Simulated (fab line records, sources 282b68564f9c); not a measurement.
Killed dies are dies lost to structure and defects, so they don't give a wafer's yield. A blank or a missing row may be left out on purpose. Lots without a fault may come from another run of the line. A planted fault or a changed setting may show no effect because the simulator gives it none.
One fault seen from 2 desks | flow rit_cmos | each desk has only its own numbers; what lay behind them comes last

THE METROLOGY DESK
What the gauges read, lot by lot, whatever tool the lot ran on: means of the sampled wafers that have a number. A lot is out of limits, marked OUT, if its mean lies more than 4 standard deviations from the usual mean; the brackets give that distance.
Columns: A = GATE_OXIDE_THK at RIT_GATE_THK_MEAS_07, usual 3.00 nm; B = GATE_POLY_THK at RIT_GATE_THK_MEAS_09, usual 248.5 nm; C = cd_nm at RIT_GATE_CD_MEAS_16, usual 151 nm; D = GATE_OVL at RIT_GATE_OVL_MEAS_17, usual 1.3 nm
lot  | first seen here | A    | B     | C   | D
L357 | day 3 23:48     | 2.99 | 251.5 | 155 | -2.1
L362 | day 5 00:11     | 2.90 | 251.3 | 149 | 1.5
L363 | day 5 03:58     | 2.96 | 248.8 | 148 | 1.0
L367 | day 6 02:53     | 2.97 | 248.7 | 153 | 1.6
L374 | day 7 13:50     | 3.11 | 247.6 | 147 | 0.8
This desk's finding: nothing out of limits on any of the 5 lots.

THE TOOL OWNER'S DESK: rie_si-02
The tool's own readings at RIT_GATE_ETCH_19 (etches poly-Si in SF6/CHF3/O2, stops on SiO2, time 165 s, target depth 312.5 nm): means of the sampled wafers that have a number, for each lot that ran on this tool. A lot is out of limits, marked OUT, if its mean lies more than 4 standard deviations from the usual mean; the brackets give that distance.
Columns: A = O2_flow_sccm at RIT_GATE_ETCH_19, usual 4.999 sccm; B = drypump_motor_current_A at RIT_GATE_ETCH_19, usual 6.0 A; C = oes_product_au at RIT_GATE_ETCH_19, usual 0.838 a.u.; D = throttle_valve_pct at RIT_GATE_ETCH_19, usual 10.20 %
lot  | first seen here | A     | B   | C     | D
L362 | day 5 04:05     | 4.990 | 6.3 | 0.842 | 10.18
L374 | day 7 17:45     | 4.993 | 6.1 | 0.834 | 10.09
This desk's finding: nothing out of limits on any of the 2 lots.

PUT TOGETHER
The metrology desk saw nothing out of limits.
The tool owner's desk saw nothing out of limits.

WHAT THE SIMULATOR HAD PUT IN
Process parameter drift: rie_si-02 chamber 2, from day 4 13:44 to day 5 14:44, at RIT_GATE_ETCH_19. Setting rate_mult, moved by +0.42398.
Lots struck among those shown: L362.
